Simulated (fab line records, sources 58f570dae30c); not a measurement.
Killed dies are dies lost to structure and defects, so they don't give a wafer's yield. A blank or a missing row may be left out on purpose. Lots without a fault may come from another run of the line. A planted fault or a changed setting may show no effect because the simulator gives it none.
Tool commonality check | flow berkeley_cmos170 | 14 lots, 42 wafers sampled

WHY IT WAS OPENED
At UCB170_FIELD_THK_MEAS_02 the reading FIELD_OXIDE_THK is flagged on 2 of 14 lots. Wafers without a fault read 555 nm, standard deviation 9.2.
Rule: a lot is flagged when every wafer of it that has a number lies more than 4 standard deviations from that mean, or none has a number. The other lots count as sound.

lot  | measured    | on            | FIELD_OXIDE_THK (nm), wafer by wafer | flag
L859 | day 5 00:37 | film_metro-04 | 551 553 553                          |
L862 | day 5 16:47 | film_metro-03 | 569 573 561                          |
L864 | day 5 23:29 | film_metro-02 | 553 562 555                          |
L865 | day 6 17:19 | film_metro-03 | 561 562 566                          |
L866 | day 6 17:19 | film_metro-02 | 555 549 548                          |
L867 | day 6 17:21 | film_metro-04 | 570 556 564                          |
L870 | day 7 00:22 | film_metro-03 | 557 557 555                          |
L869 | day 7 00:25 | film_metro-03 | 557 554 556                          |
L871 | day 7 00:25 | film_metro-02 | 551 546 553                          |
L872 | day 7 22:29 | film_metro-04 | 537 529 537                          |
L873 | day 7 22:29 | film_metro-03 | 562 553 551                          |
L874 | day 8 06:59 | film_metro-02 | 550 553 553                          |
L880 | day 9 12:19 | film_metro-02 | 631 627 619                          | FLAGGED
L881 | day 9 12:19 | film_metro-03 | 638 634 643                          | FLAGGED
The numbers of the flagged lots are 632 nm on average: +77 nm against the usual, or +8 standard deviations.

WHICH TOOL RAN EACH LOT
The record holds 2 process steps before the reading, out of a route of 331 steps. In each cell: the tool, then ch and the chambers that the sampled wafers went through, then the start.
lot  | flag    | UCB170_PFIELD_STRIP_08              | UCB170_FIELD_OXIDATION_01
L859 |         | plasma_asher-03 ch 0,1, day 4 15:34 | furnace-02 ch 0, day 4 21:37
L862 |         | plasma_asher-01 ch 0,1, day 5 11:47 | furnace-04 ch 0, day 5 13:46
L864 |         | plasma_asher-03 ch 0,1, day 5 16:41 | furnace-02 ch 0, day 5 20:29
L865 |         | plasma_asher-01 ch 0,1, day 6 11:11 | furnace-04 ch 0, day 6 14:19
L866 |         | plasma_asher-01 ch 0,1, day 6 10:49 | furnace-04 ch 0, day 6 14:19
L867 |         | plasma_asher-03 ch 0,1, day 6 11:29 | furnace-04 ch 0, day 6 14:19
L870 |         | plasma_asher-01 ch 0,1, day 6 18:31 | furnace-04 ch 0, day 6 21:21
L869 |         | plasma_asher-02 ch 0,1, day 6 18:50 | furnace-04 ch 0, day 6 21:21
L871 |         | plasma_asher-03 ch 0,1, day 6 19:13 | furnace-04 ch 0, day 6 21:21
L872 |         | plasma_asher-02 ch 0,1, day 7 15:20 | furnace-01 ch 0, day 7 19:28
L873 |         | plasma_asher-03 ch 0,1, day 7 15:04 | furnace-01 ch 0, day 7 19:28
L874 |         | plasma_asher-03 ch 0,1, day 7 23:05 | furnace-02 ch 0, day 8 03:59
L880 | FLAGGED | plasma_asher-03 ch 0, day 9 05:28   | furnace-04 ch 0, day 9 09:19
L881 | FLAGGED | plasma_asher-01 ch 0,1, day 9 05:52 | furnace-04 ch 0, day 9 09:19
What these steps do:
- UCB170_PFIELD_STRIP_08: strips in O2.
- UCB170_FIELD_OXIDATION_01: target thk 558.3 nm, ox time 7200 s.
- UCB170_FIELD_THK_MEAS_02

FLAGGED OVER TOTAL, TOOL BY TOOL (the gauges that took the reading come last)
step                      | tool            | lots run | flagged | share of the flagged lots | sound lots run after its first flagged lot
UCB170_PFIELD_STRIP_08    | plasma_asher-01 | 5        | 1       | some                      | 0
UCB170_PFIELD_STRIP_08    | plasma_asher-02 | 2        | 0       | none                      | -
UCB170_PFIELD_STRIP_08    | plasma_asher-03 | 7        | 1       | some                      | 0
UCB170_FIELD_OXIDATION_01 | furnace-01      | 2        | 0       | none                      | -
UCB170_FIELD_OXIDATION_01 | furnace-02      | 3        | 0       | none                      | -
UCB170_FIELD_OXIDATION_01 | furnace-04      | 9        | 2       | all                       | 0
UCB170_FIELD_THK_MEAS_02  | film_metro-02   | 5        | 1       | some                      | 0
UCB170_FIELD_THK_MEAS_02  | film_metro-03   | 6        | 1       | some                      | 0
UCB170_FIELD_THK_MEAS_02  | film_metro-04   | 3        | 0       | none                      | -

WHAT THE TABLE ALLOWS
1 row of the table ran every flagged lot: furnace-04 at UCB170_FIELD_OXIDATION_01.
- furnace-04 at UCB170_FIELD_OXIDATION_01: 2 of its 9 lots flagged. Its last sound lot is L869 (day 6 21:21), its first flagged lot L880 (day 9 09:19): a fault that began between those two fits. Its own readings lie more than 4 standard deviations out on every wafer of the flagged lots: spike_tc_centre_C, spike_tc_load_C, spike_tc_source_C, tube_center_temp_C, tube_center_temp_C_max.
One tool is left: furnace-04 at UCB170_FIELD_OXIDATION_01.

WHAT THE SIMULATOR HAD PUT IN
Process parameter drift: furnace-04, from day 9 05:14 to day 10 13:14, at UCB170_FIELD_OXIDATION_01. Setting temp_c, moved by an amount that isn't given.
Lots struck among those shown: L880, L881. The rule above found the same.
